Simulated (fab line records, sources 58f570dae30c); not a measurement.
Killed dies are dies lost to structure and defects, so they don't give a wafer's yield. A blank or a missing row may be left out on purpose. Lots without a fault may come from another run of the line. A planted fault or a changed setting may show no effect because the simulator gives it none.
fab line records | flow berkeley_cmos170
record lots=7 wafers=21 last_day=12
route steps=331 shown CONTACT@234 M1@238
lots that met no fault: from a run of the same line without faults
start_h: hours from the record's first day to the start of the lot's first wafer shown | wait_h: hours since the lot's step before | " the same as in the row above | L1.1+2: a row that stands for several wafers | - no value, or no start given | * or withheld: withheld | < > ~ a bound
route shown NAME@n: a module of which the file shows steps, and the number in the route of the first | usual: mean/standard deviation of fault-free wafers | same: alike in all rows | chamber/n: place in a boat | sites: the reading at each site | _std_site: their standard deviation | _edge_site: outer sites' mean less inner sites' | radius_mm: how far each site lies from the wafer's centre | mask NAME#n: copy n | behind: the tool/chamber that last shaped the wafer | hold: why the lot was held/for how many hours/how that ended | device: the transistor (n, p or np) that didn't switch | end of line: the same wafers' tests at the end of the route | a step without rows: its recipe alone | killed: dies lost to structure and defects at the first sort, not the wafer's yield | map: a wafer's dies, x killed, . not, _ none there
set.NAME: the setting as run; set.NAME@STEP: as run at that earlier step | model.NAME: the simulator's own value behind a step, which no gauge read
lots at some steps of the route; a table a step, a row a wafer
services: from which hour (start_h, from the record's first day; less than 0 if before it) a tool's chamber was out of use, for how many hours, and why
## steps
# step UCB170_CONTACT_ETCH_18
# recipe chemistry=CHF3/CF4/Ar target=PSG stop_on=TiSi2 CHF3_flow_sccm=45 cf4_flow_sccm=15 Ar_flow_sccm=150 pressure_mtorr=200 rf_w=700 target_depth_a=8400 over_etch_frac=0.2 time_s=195
# usual drypump_motor_current_A=5.9/0.41 mfc_ar_sccm=150.0/0.45 oes_product_au=0.893/0.015 throttle_valve_pct=6.96/0.12
# columns lot.wafer tool chamber start_h wait_h drypump_motor_current_A mfc_ar_sccm oes_product_au rf_hours_counter_h throttle_valve_pct
L736.3 rie_diel-02 2 - - 6.2 149.8 0.910 64 7.15
L736.5 " 0 " " 5.7 150.8 0.895 - 6.91
L736.6 " 3 " " 5.3 150.7 0.878 - 6.88
L742.2 rie_diel-03 3 - - 5.0 149.8 0.887 59 6.80
L742.3 " 1 " " 6.4 150.7 0.870 1 7.13
L742.5 " 1 " " 6.4 150.2 0.868 - 7.14
L741.1 rie_diel-02 0 - - 5.7 149.1 0.893 22 6.90
L741.3 " 3 " " 5.3 149.7 0.867 136 6.89
L741.6 " 2 " " 6.2 150.4 0.910 - 7.16
L740.3 rie_diel-04 1 - - 6.2 149.9 0.912 5 6.74
L740.5 " 3 " " 6.1 150.0 0.906 - 6.95
L740.6 " 0 " " 6.2 150.4 0.886 - 7.06
L750.1 rie_diel-02 2 - - 6.2 149.7 0.917 67 7.17
L750.4 " 3 " " 5.3 150.0 0.876 138 6.88
L750.6 " 2 " " 6.2 150.1 0.915 - 7.18
L753.1 rie_diel-02 2 - - 6.1 149.6 0.921 67 7.16
L753.3 " 1 " " 6.3 149.4 0.887 21 6.94
L753.5 " 1 " " 6.3 150.4 0.894 - 6.92
L756.1 rie_diel-02 3 - - 5.3 149.7 0.879 0 6.86
L756.2 " 0 " " 5.7 150.0 0.894 26 6.93
L756.3 " 1 " " 6.3 150.1 0.902 23 6.91
# step UCB170_CONTACT_STRIP_19
# recipe chemistry=O2 power_w=400 pressure_mtorr=3500 platen_temp_c=withheld o2_flow_sccm=400 overash_fraction=0.5
# usual drypump_motor_current_A=5.7/0.44 oes_product_au=0.725/0.0041
# columns lot.wafer tool chamber start_h wait_h drypump_motor_current_A oes_product_au rf_hours_counter_h
L736.3 plasma_asher-02 1 174.34 - 5.5 0.721 -
L736.5 " 0 " " 6.4 0.720 -
L736.6 " 1 " " 5.5 0.727 -
L742.2 plasma_asher-03 0 202.40 - 5.8 0.720 45
L742.3 " 0 " " 5.7 0.721 -
L742.5 " 1 " " 5.0 0.729 -
L741.1 plasma_asher-04 0 202.67 - 5.9 0.731 36
L741.3 " 0 " " 5.9 0.729 -
L741.6 " 0 " " 5.9 0.726 -
L740.3 plasma_asher-04 0 202.98 - 5.9 0.737 -
L740.5 " 1 " " 5.7 0.723 -
L740.6 " 0 " " 5.9 0.727 -
L750.1 plasma_asher-02 0 237.52 - 6.4 0.729 58
L750.4 " 0 " " 6.4 0.718 -
L750.6 " 0 " " 6.4 0.721 -
L753.1 plasma_asher-03 1 244.79 - 5.0 0.720 50
L753.3 " 0 " " 5.7 0.732 -
L753.5 " 0 " " 5.7 0.726 -
L756.1 plasma_asher-03 0 266.85 - 5.8 0.721 53
L756.2 " 1 " " 5.0 0.725 53
L756.3 " 1 " " 5.0 0.718 -
# step UCB170_CONTACT_CD_MEAS_90
# recipe target_cd_nm=700
# usual cd_nm=699.9/1.4
# columns lot.wafer tool chamber start_h wait_h cd_nm
L736.3 cd_sem-02 - 174.44 0.1 698.2
L736.5 " - " " 697.5
L736.6 " - " " 698.3
L742.2 cd_sem-01 - 202.53 0.1 701.7
L742.3 " - " " 701.4
L742.5 " - " " 699.1
L741.1 cd_sem-02 - 202.77 0.1 700.3
L741.3 " - " " 700.0
L741.6 " - " " 700.3
L740.3 cd_sem-02 - 203.09 0.1 696.8
L740.5 " - " " 698.0
L740.6 " - " " 697.7
L750.1 cd_sem-01 - 237.62 0.1 700.8
L750.4 " - " " 700.1
L750.6 " - " " 701.3
L753.1 cd_sem-01 - 244.89 0.1 700.0
L753.3 " - " " 698.8
L753.5 " - " " 698.8
L756.1 cd_sem-01 - 266.95 0.1 700.8
L756.2 " - " " 700.0
L756.3 " - " " 700.9
# step UCB170_CONTACT_CLEAN_20
# recipe chemistry=SPM temp_c=120 time_s=600
# step UCB170_M1_SPUTTER_00
# recipe material=Al target_thk_nm=600 time_s=80 power_w=6000 chamber_pressure_pa=0.5
# usual throttle_valve_pct=29.7/1.3
# columns lot.wafer tool chamber start_h wait_h throttle_valve_pct
L736.3 pvd_sputter-04 - 174.70 0.0 31.3
L736.5 " - " " 31.1
L736.6 " - " " 27.1
L742.2 pvd_sputter-04 - 202.86 0.0 30.9
L742.3 " - " " 26.9
L742.5 " - " " 29.5
L741.1 pvd_sputter-02 - 203.07 0.0 30.0
L741.3 " - " " 28.9
L741.6 " - " " 29.3
L740.3 pvd_sputter-04 - 203.44 0.0 27.1
L740.5 " - " " 29.8
L740.6 " - " " 29.5
L750.1 pvd_sputter-02 - 237.99 0.0 31.4
L750.4 " - " " 29.4
L750.6 " - " " 29.1
L753.1 pvd_sputter-04 - 245.36 0.0 30.7
L753.3 " - " " 30.0
L753.5 " - " " 27.2
L756.1 pvd_sputter-03 - 267.26 0.0 30.6
L756.2 " - " " 27.6
L756.3 " - " " 29.3
# step UCB170_M1_RS_MEAS_01
# recipe thk_meas_gauge=four-point-probe reads=Al_of_M1_SPUTTER_00
# usual M1_AL_RS=0.0487/0.00052
# columns lot.wafer tool chamber start_h wait_h M1_AL_RS[ohm/sq]
L736.3 film_metro-03 - 174.80 0.1 0.0492
L736.5 " - " " 0.0492
L736.6 " - " " 0.0490
L742.2 film_metro-03 - 202.94 0.1 0.0492
L742.3 " - " " 0.0488
L742.5 " - " " 0.0487
L741.1 film_metro-02 - 203.13 0.0 0.0486
L741.3 " - " " 0.0483
L741.6 " - " " 0.0481
L740.3 film_metro-02 - 203.54 0.1 0.0491
L740.5 " - " " 0.0490
L740.6 " - " " 0.0489
L750.1 film_metro-01 - 238.05 0.0 0.0481
L750.4 " - " " 0.0481
L750.6 " - " " 0.0482
L753.1 film_metro-01 - 245.42 0.0 0.0496
L753.3 " - " " 0.0495
L753.5 " - " " 0.0489
L756.1 film_metro-02 - 267.32 0.0 0.0495
L756.2 " - " " 0.0490
L756.3 " - " " 0.0494
# step UCB170_M1_THK_MEAS_02
# recipe thk_meas_gauge=xrf reads=Al_of_M1_SPUTTER_00
# usual M1_AL_THK=591/6.3
# columns lot.wafer tool chamber start_h wait_h M1_AL_THK[nm]
L736.3 film_metro-03 - 174.90 0.1 594
L736.5 " - " " 592
L736.6 " - " " 592
L742.2 film_metro-03 - 203.05 0.1 590
L742.3 " - " " 599
L742.5 " - " " 599
L741.1 film_metro-02 - 203.25 0.1 589
L741.3 " - " " 593
L741.6 " - " " 594
L740.3 film_metro-02 - 203.64 0.1 581
L740.5 " - " " 579
L740.6 " - " " 583
L750.1 film_metro-01 - 238.17 0.1 596
L750.4 " - " " 600
L750.6 " - " " 595
L753.1 film_metro-01 - 245.54 0.1 579
L753.3 " - " " 581
L753.5 " - " " 588
L756.1 film_metro-02 - 267.44 0.1 581
L756.2 " - " " 587
L756.3 " - " " 579
# step UCB170_M1_COAT_03
# recipe resist=BARC temp_c=withheld time_s=withheld spin_rpm=3000 resist_thk_nm=withheld
# step UCB170_M1_COAT_04
# recipe resist=KrF spin_rpm=1500 resist_thk_nm=900
# step UCB170_M1_SOFTBAKE_05
# recipe resist=KrF temp_c=130 time_s=60
# step UCB170_M1_EXPOSE_06
# recipe mask_id=METAL1 target_cd_nm=700 na=0.5 sigma_outer=0.6 source_shape=conventional dose_mj=21
# step UCB170_M1_PEB_07
# recipe peb_temp_c=130 peb_time_s=withheld resist=KrF
# step UCB170_M1_DEVELOP_08
# recipe developer=TMAH develop_time_s=45 resist=KrF dev_temp_c=21
# usual chill_plate_temp_C=22.97/0.1 develop_time_s=45/0
# columns lot.wafer tool chamber start_h wait_h chill_plate_temp_C develop_time_s model.KrF_of_M1_COAT_04.thk_nm
L736.3 litho_track-04 0 177 - 22.97 45 887.7
L736.5 " 0 " " 22.86 45 885.8
L736.6 " 0 " " 22.89 45 885.3
L742.2 litho_track-04 - 204 - - - 901.7
L742.3 " - " " - - 897.6
L742.5 " - " " - - 899.4
L741.1 litho_track-01 - 205 - - - 894.3
L741.3 " - 206 - - - 896.8
L741.6 " - " " - - 895.3
L740.3 litho_track-01 - 206 - - - 900.1
L740.5 " - " " - - 897.5
L740.6 " - " " - - 897.6
L750.1 litho_track-01 0 239 - 22.92 45 882
L750.4 " 0 " " 22.90 45 886.1
L750.6 " 0 " " 22.94 45 883.3
L753.1 litho_track-03 0 246 - 22.84 45 884.5
L753.3 " 0 " " 23.12 45 884.6
L753.5 " 0 " " 23.22 45 881.7
L756.1 litho_track-04 0 268 - 22.99 45 883.1
L756.2 " 0 " " 23.07 45 885.4
L756.3 " 0 " " 23.09 45 886.5
# step UCB170_M1_CD_MEAS_09
# recipe target_cd_nm=700
# usual cd_nm=699.9/1.7
# columns lot.wafer tool chamber start_h wait_h cd_nm
L736.3 cd_sem-02 - 177.72 - 701.9
L736.5 " - " " 700.0
L736.6 " - " " 700.4
L742.2 cd_sem-01 - 205.02 - -
L742.3 " - " " -
L742.5 " - " " -
L741.1 cd_sem-01 - 206.11 - -
L741.3 " - " " -
L741.6 " - " " -
L740.3 cd_sem-02 - 206.70 - -
L740.5 " - " " -
L740.6 " - " " -
L750.1 cd_sem-01 - 239.47 - 701.5
L750.4 " - " " 701.4
L750.6 " - " " 701.1
L753.1 cd_sem-01 - 247.02 - 699.6
L753.3 " - " " 700.2
L753.5 " - " " 698.6
L756.1 cd_sem-02 - 268.49 - 701.5
L756.2 " - " " 701.8
L756.3 " - " " 701.3
## services
# columns tool chamber start_h hours kind
rie_diel-02 - 160.83 2.8 pm
rie_diel-03 1 161.55 9.5 repair
rie_diel-03 1 171.03 - clean
rie_diel-03 1 171.03 17.1 scheduled_down
rie_diel-03 1 171.03 17.1 vent_cycle
rie_diel-04 - 173.00 2.8 pm
rie_diel-02 1 177.24 5.4 repair
rie_diel-03 0 188.08 - clean
rie_diel-03 0 188.08 13.4 scheduled_down
rie_diel-03 0 188.08 13.4 vent_cycle
rie_diel-02 2 198.19 4.1 repair
pvd_sputter-03 - 198.53 11.8 repair
rie_diel-03 2 201.44 - clean
rie_diel-03 2 201.44 18.1 scheduled_down
rie_diel-03 2 201.44 18.1 vent_cycle
rie_diel-04 1 204.01 2.8 repair
plasma_asher-03 - 208.53 2.8 pm
rie_diel-02 2 213.36 10.0 repair
rie_diel-02 3 245.13 - clean
rie_diel-02 3 245.13 17.8 scheduled_down
rie_diel-02 3 245.13 17.8 vent_cycle
plasma_asher-02 - 248.09 2.1 repair
rie_diel-03 2 259.41 9.0 repair
rie_diel-04 3 259.82 - clean
## key
first_sign step=UCB170_M1_DEVELOP_08 reading=tool_record direction=missing
effect none on later readings
model_effect step=UCB170_M1_DEVELOP_08 value=KrF_of_M1_COAT_04.thk_nm without=883.6 struck=897.8
met_at UCB170_M1_DEVELOP_08
struck_wafers L740.3,L740.5,L740.6,L741.1,L741.3,L741.6,L742.2,L742.3,L742.5
later_rows_left_out L740.3,L740.5,L740.6,L741.1,L741.3,L741.6,L742.2,L742.3,L742.5
sort_left_out L740.3,L740.5,L740.6,L741.1,L741.3,L741.6,L742.2,L742.3,L742.5
onset_between 177 204
fault kind=skipped_step_whole tool=litho_track-01,litho_track-04 chamber=- onset_h=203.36 steps=UCB170_M1_DEVELOP_08 scope=struck_lots_only
# sort_left_out: the simulated sort isn't trusted on such a fault, so these wafers' sort isn't shown, and their yield isn't known
# later_rows_left_out: the simulator's readings of these wafers behind a module that went badly wrong aren't trusted and aren't shown, but for the sort
